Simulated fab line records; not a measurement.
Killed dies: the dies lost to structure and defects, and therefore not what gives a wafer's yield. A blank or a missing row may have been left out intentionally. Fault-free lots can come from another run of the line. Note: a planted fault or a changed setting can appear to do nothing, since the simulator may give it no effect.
Which tool did it? ; flow berkeley_cmos170 ; Sampling: 14 lots, 42 wafers, 3 of 331 route steps

## WHAT THE GAUGES READ, wafer by wafer
UCB170_CONTACT_CD_MEAS_90: the cd target is 700 nm.
lot;measured;on;cd_nm (nm)
L203;day 7 17:56;cd_sem-02;698.5 700.1 698.4
L204;day 7 20:43;cd_sem-01;698.0 701.6 699.5
L206;day 8 05:19;cd_sem-01;698.8 698.8 699.0
L208;day 8 19:57;cd_sem-02;699.3 699.5 701.3
L207;day 8 20:17;cd_sem-02;698.8 696.2 701.5
L209;day 9 10:25;cd_sem-02;698.0 699.3 700.6
L212;day 9 11:50;cd_sem-02;698.5 695.1 697.7
L210;day 9 12:11;cd_sem-01;703.0 698.8 703.3
L216;day 10 19:00;cd_sem-02;700.7 700.5 699.9
L214;day 10 19:18;cd_sem-02;700.8 703.0 703.1
L215;day 10 19:35;cd_sem-02;698.2 699.1 700.2
L221;day 11 22:20;cd_sem-01;700.0 700.2 701.3
L222;day 12 08:07;cd_sem-01;702.0 699.8 698.8
L224;day 13 04:35;cd_sem-02;701.2 702.3 702.2

UCB170_M2_THK_MEAS_03: measures by xrf.
lot;measured;on;M2_AL_THK (nm)
L203;day 8 02:52;film_metro-04;898 895 898
L204;day 8 06:45;film_metro-03;904 919 909
L206;day 8 12:16;film_metro-02;895 899 892
L208;day 9 05:04;film_metro-04;890 885 883
L207;day 9 04:55;film_metro-03;914 907 908
L209;day 9 17:28;film_metro-03;921 917 903
L212;day 9 18:52;film_metro-04;895 890 891
L210;day 9 19:08;film_metro-03;892 902 891
L216;day 11 02:58;film_metro-03;908 906 905
L214;day 11 03:38;film_metro-02;908 906 907
L215;day 11 03:45;film_metro-03;906 911 908
L221;day 12 06:21;film_metro-04;896 897 896
L222;day 12 13:55;film_metro-02;907 905 895
L224;day 13 11:29;film_metro-04;892 903 907

## WHICH TOOL RAN EACH LOT (tool, then ch and the chambers of the sampled wafers, then the start)
lot;UCB170_M1_METAL_ETCH_12
L203;rie_metal-01 ch 0,1, day 7 21:07
L204;rie_metal-01 ch 0,1, day 8 01:34
L206;rie_metal-02 ch 1, day 8 07:41
L208;rie_metal-03 ch 0,1, day 8 21:39
L207;rie_metal-02 ch 0,1, day 8 22:04
L209;rie_metal-01 ch 0,1, day 9 12:08
L212;rie_metal-03 ch 1, day 9 13:24
L210;rie_metal-01 ch 0,1, day 9 13:54
L216;rie_metal-01 ch 0,1, day 10 21:23
L214;rie_metal-02 ch 0,1, day 10 21:56
L215;rie_metal-03 ch 0,1, day 10 22:26
L221;rie_metal-01 ch 0,1, day 12 00:31
L222;rie_metal-02 ch 0,1, day 12 09:42
L224;rie_metal-03 ch 0,1, day 13 06:34
- UCB170_M1_METAL_ETCH_12: etches Al in Cl2/BCl3, stops on PSG, target depth 780 nm, time 130 s.

## AS READ BY THE TOOLS THEMSELVES (means over the sampled wafers that have a number; for cases with no such wafer, the mark the record gives instead)
UCB170_M1_METAL_ETCH_12.
lot;tool;drypump_motor_current_A (A);oes_product_au (a.u.);throttle_valve_pct (%)
L203;rie_metal-01;5.83;0.866;24.4
L204;rie_metal-01;5.97;0.868;24.6
L206;rie_metal-02;5.33;0.872;25.0
L208;rie_metal-03;5.64;0.848;24.2
L207;rie_metal-02;5.53;0.855;24.9
L209;rie_metal-01;5.82;0.861;24.4
L212;rie_metal-03;5.80;0.855;24.1
L210;rie_metal-01;5.85;0.867;24.4
L216;rie_metal-01;5.97;0.855;24.6
L214;rie_metal-02;5.68;0.857;24.7
L215;rie_metal-03;5.65;0.842;24.2
L221;rie_metal-01;5.81;0.864;24.4
L222;rie_metal-02;5.69;0.866;24.7
L224;rie_metal-03;5.64;0.852;24.2

## THE ANSWER, worked out from the rows above alone
Rule: what is usual is taken from the lots themselves. Put in order of their means at a reading, lots are off if they are a third of the lots or fewer, leave a main group of 4 or more, and stand apart from it by a gap of 3 or more times the standard deviation of the main group's means; of several such gaps the widest counts. A main group whose means are all the same, to the digits that the tables above print for the reading, isn't used. A lot without any number at a reading at which 4 lots or more have one is off too. All remaining lots with rows at the step are treated as sound. First the gauges in route order, then the tools' own readings, where a lot's mean is used as printed above. The first step at which some lot is off is used, and at that step the reading that is off furthest; a lot without a number counts as furthest.
Nothing can be told from this: no lot is off at any reading shown.

## WHAT THE SIMULATOR HAD INSERTED
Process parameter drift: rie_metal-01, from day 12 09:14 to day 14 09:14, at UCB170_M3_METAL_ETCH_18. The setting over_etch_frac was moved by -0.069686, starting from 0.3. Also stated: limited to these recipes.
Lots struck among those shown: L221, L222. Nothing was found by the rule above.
